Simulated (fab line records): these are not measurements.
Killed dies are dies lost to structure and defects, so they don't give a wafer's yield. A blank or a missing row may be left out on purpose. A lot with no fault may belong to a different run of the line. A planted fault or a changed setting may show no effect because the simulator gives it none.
Which tool did it? | flow berkeley-cmos170 | Sampling: 14 lots, 42 wafers, 2 of 331 route steps

WHAT EACH GAUGE READ, for each wafer
No reading from a measuring or inspecting step in the record can be judged against a usual standard deviation.

TOOL THAT RAN EACH LOT (tool first, then ch and the chambers of the sampled wafers, then the start)
lot  | UCB170_NWELL_COAT_07             | UCB170_NWELL_STRIP_15
L205 | litho-track-04 ch 0, day 2 15:06 | plasma-asher-02 ch 0,1, day 2 16:40
L206 | litho-track-03 ch 0, day 2 15:08 | plasma-asher-01 ch 0,1, day 2 16:25
L207 | litho-track-02 ch 0, day 2 22:57 | plasma-asher-02 ch 0,1, day 2 23:54
L208 | litho-track-02 ch 0, day 3 03:46 | plasma-asher-02 ch 0,1, day 3 05:05
L212 | litho-track-03 ch 0, day 3 18:31 | plasma-asher-03 ch 0,1, day 3 19:57
L216 | litho-track-03 ch 0, day 4 12:40 | plasma-asher-01 ch 0,1, day 4 13:53
L218 | litho-track-04 ch 0, day 4 22:32 | plasma-asher-01 ch 0,1, day 5 00:33
L219 | litho-track-04 ch 0, day 5 08:37 | plasma-asher-01 ch 0,1, day 5 09:41
L221 | litho-track-02 ch 0, day 5 16:08 | plasma-asher-01 ch 0,1, day 5 17:17
L222 | litho-track-04 ch 0, day 5 23:17 | plasma-asher-01 ch 0,1, day 6 00:29
L224 | litho-track-04 ch 0, day 6 07:24 | plasma-asher-01 ch 0,1, day 6 09:17
L225 | litho-track-02 ch 0, day 6 18:01 | plasma-asher-01 ch 0,1, day 6 19:01
L227 | litho-track-03 ch 0, day 7 03:26 | plasma-asher-03 ch 1, day 7 04:45
L228 | litho-track-02 ch 0, day 7 14:04 | plasma-asher-01 ch 0,1, day 7 15:13
- UCB170_NWELL_COAT_07: resist thk 900 nm.
- UCB170_NWELL_STRIP_15: strips in O2.

AS READ BY THE TOOLS THEMSELVES (means over the sampled wafers that have a number; for cases with no such wafer, the mark the record gives instead)
UCB170_NWELL_COAT_07. Usual: resist-line-temp-C at 23.00 C, with a standard deviation of 0.11.
lot  | tool           | resist-line-temp-C (C) | flag
L205 | litho-track-04 | 23.04                  |
L206 | litho-track-03 | 23.12                  |
L207 | litho-track-02 | 23.03                  |
L208 | litho-track-02 | 22.96                  |
L212 | litho-track-03 | 23.09                  |
L216 | litho-track-03 | 23.02                  |
L218 | litho-track-04 | 23.01                  |
L219 | litho-track-04 | 23.07                  |
L221 | litho-track-02 | 22.86                  |
L222 | litho-track-04 | 23.13                  |
L224 | litho-track-04 | 23.03                  |
L225 | litho-track-02 | 23.03                  |
L227 | litho-track-03 | 23.11                  |
L228 | litho-track-02 | 23.15                  |

UCB170_NWELL_STRIP_15. Usual: drypump-motor-current-A 5.5 A, standard deviation 0.44; oes-product-au 0.721 a.u., standard deviation 0.0046; strip-time-to-endpoint-s 18.04 s, standard deviation 0.1.
lot  | tool            | drypump-motor-current-A (A) | oes-product-au (a.u.) | strip-time-to-endpoint-s (s) | flag
L205 | plasma-asher-02 | 5.9                         | 0.720                 | 18.02                        |
L206 | plasma-asher-01 | 5.3                         | 0.722                 | 18.01                        |
L207 | plasma-asher-02 | 5.8                         | 0.716                 | 17.99                        |
L208 | plasma-asher-02 | 5.8                         | 0.719                 | 17.95                        |
L212 | plasma-asher-03 | 5.6                         | 0.718                 | 17.60                        | OFF
L216 | plasma-asher-01 | 5.1                         | 0.721                 | 17.20                        | OFF
L218 | plasma-asher-01 | 5.3                         | 0.718                 | 18.05                        |
L219 | plasma-asher-01 | 5.1                         | 0.717                 | 18.00                        |
L221 | plasma-asher-01 | 5.1                         | 0.725                 | 17.99                        |
L222 | plasma-asher-01 | 5.3                         | 0.722                 | 18.00                        |
L224 | plasma-asher-01 | 5.3                         | 0.718                 | 18.13                        |
L225 | plasma-asher-01 | 5.0                         | 0.722                 | 18.14                        |
L227 | plasma-asher-03 | 5.5                         | 0.718                 | 17.99                        |
L228 | plasma-asher-01 | 5.3                         | 0.722                 | 18.09                        |

THE ANSWER, worked out from the rows above alone
Rule: take the mean of a lot's wafers that have a number; if it is more than 3 standard deviations from the usual mean, the lot is off. A lot without any number at a reading at which 4 lots or more have one is off too. All remaining lots with rows at the step are treated as sound. First the gauges in route order, then the tools' own readings, where a lot's mean is used as printed above. The first step at which some lot is off is used, and at that step the reading that is off furthest; a lot without a number counts as furthest.
Off, at UCB170_NWELL_STRIP_15 on strip-time-to-endpoint-s: L212, L216.
If a tool, at that step or one of the process steps before it, ran each lot that is off and ran no sound lot following the first of them, it fits. Not one of the candidates tried fits.

WHAT THE SIMULATOR HAD INSERTED
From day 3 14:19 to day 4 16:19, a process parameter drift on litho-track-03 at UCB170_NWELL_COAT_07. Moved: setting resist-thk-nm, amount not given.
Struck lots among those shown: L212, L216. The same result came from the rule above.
